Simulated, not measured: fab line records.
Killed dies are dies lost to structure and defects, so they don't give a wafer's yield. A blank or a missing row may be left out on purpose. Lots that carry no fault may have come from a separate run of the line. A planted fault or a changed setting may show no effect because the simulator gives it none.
Comparing a struck lot with a sound one || flow ritCmos || 15 out of 202 route steps
Sound: wafers L129.1, L129.2, L129.5. The struck wafers were L134.2, L134.4, L134.5. At the end, the cause is stated.
Each step with rows lists, per side, the tool, then ch with its chambers, then its first start. Under that, the readings that differ: sound wafers || struck wafers || difference of the means || sigmas: that difference in standard deviations of wafers without a fault.
alike: same words and numbers on both sides, and readings whose means sit less than 2 such deviations apart. not compared: any withheld reading, any reading some wafer has no value for, any bound like >300 that may hide the same value, and any number with overlapping values for which the record gives no deviation.
Wherever a step has rows on one side only, a row that says differs or no value, or a row with sigmas, the two part there. Numbers that don't overlap but have no deviation are shown without sigmas and don't part them. A reading that every wafer of one side lacks parts them only if that side has two wafers or more.

RIT_SILICIDE_RS_MEAS_02: measurement is done with a four-point probe.
  sound on filmMetro-02 at day 5 22:39; struck on filmMetro-03 at day 7 08:46
{"reading": "SILICIDE_TI_RS (ohm/sq)", "sound": "47.0 46.5 46.5", "struck": "45.3 45.0 45.7", "difference": -1.3, "sigmas": -2}
RIT_SILICIDE_THK_MEAS_03: measures by xrf.
  sound on filmMetro-02 at day 5 22:46; struck on filmMetro-03 at day 7 08:52
{"reading": "SILICIDE_TI_THK (nm)", "sound": "30.0 30.3 30.3", "struck": "31.1 31.4 31.0", "difference": "+1.0", "sigmas": "+3"}
RIT_SILICIDE_RTA_04: time 10 s, ramp up 5 s, ramp down 5 s.
  sound on rtpAnneal-01 ch 0, day 5 22:50; struck on rtpAnneal-02 ch 0, day 7 08:56
  alike: wafer_temp_C_max
then, 1 step without rows for these wafers: RIT_SILICIDE_WET_ETCH_05 (etches Ti in SPM, time 120 s).
RIT_SILICIDE_RTA_06: time 10 s, ramp up 5 s, ramp down 10 s.
  sound on rtpAnneal-02 ch 0, day 5 22:56; struck on rtpAnneal-01 ch 0, day 7 09:02
{"reading": "wafer_temp_C_max", "sound": "754.5 755.1 754.5", "struck": "752.6 752.2 751.9", "difference": -2.5, "sigmas": -2}
RIT_CONTACT_CVD_00: deposits SiO2 from TEOS, target thk 400 nm, time 61 s.
  sound on pecvd-03 ch 0,1,2, day 5 23:01; struck on pecvd-02 ch 0,1,2, day 7 09:06
  alike: heaterPowerW
RIT_CONTACT_THK_MEAS_01:
  sound on filmMetro-03 at day 5 23:04; struck on filmMetro-04 at day 7 09:10
  alike: CONTACT_TEOS_THK
then, 5 steps without rows for these wafers: RIT_CONTACT_HMDS_02 (prime time 60 s); RIT_CONTACT_COAT_03 (resist thk 1000 nm); RIT_CONTACT_SOFTBAKE_04 (time 60 s); RIT_CONTACT_EXPOSE_05 (exposes mask M11, target cd 1000 nm); RIT_CONTACT_PEB_06.
RIT_CONTACT_DEVELOP_07: develop time 120 s.
  sound on lithoTrack-03 ch 0, day 5 23:00; struck on lithoTrack-03 ch 0, day 7 09:00
{"reading": "developerTempC (C)", "sound": "22.98 22.93 22.96", "struck": "23.61 23.86 23.72", "difference": "+0.77", "sigmas": "+8"}
RIT_CONTACT_CD_MEAS_08 targets a cd of 1000 nm.
  sound on cdSem-02 at day 6 00:05; struck on cdSem-02 at day 7 10:12
  alike: cdNm
RIT_M1_PROBE_99:
  sound on prober-02 at day 6 05:19; struck on prober-01 at day 7 15:29
  alike: killedAtFrontEnd, killedDies, killedOpen, killedShort

WHERE THEY PART
Last at RIT_CONTACT_DEVELOP_07 as far as this record goes, first at RIT_SILICIDE_RS_MEAS_02. Later steps at which nothing parts them and some readings are alike: RIT_CONTACT_CD_MEAS_08, RIT_M1_PROBE_99.

WHY: whatever the simulator had introduced
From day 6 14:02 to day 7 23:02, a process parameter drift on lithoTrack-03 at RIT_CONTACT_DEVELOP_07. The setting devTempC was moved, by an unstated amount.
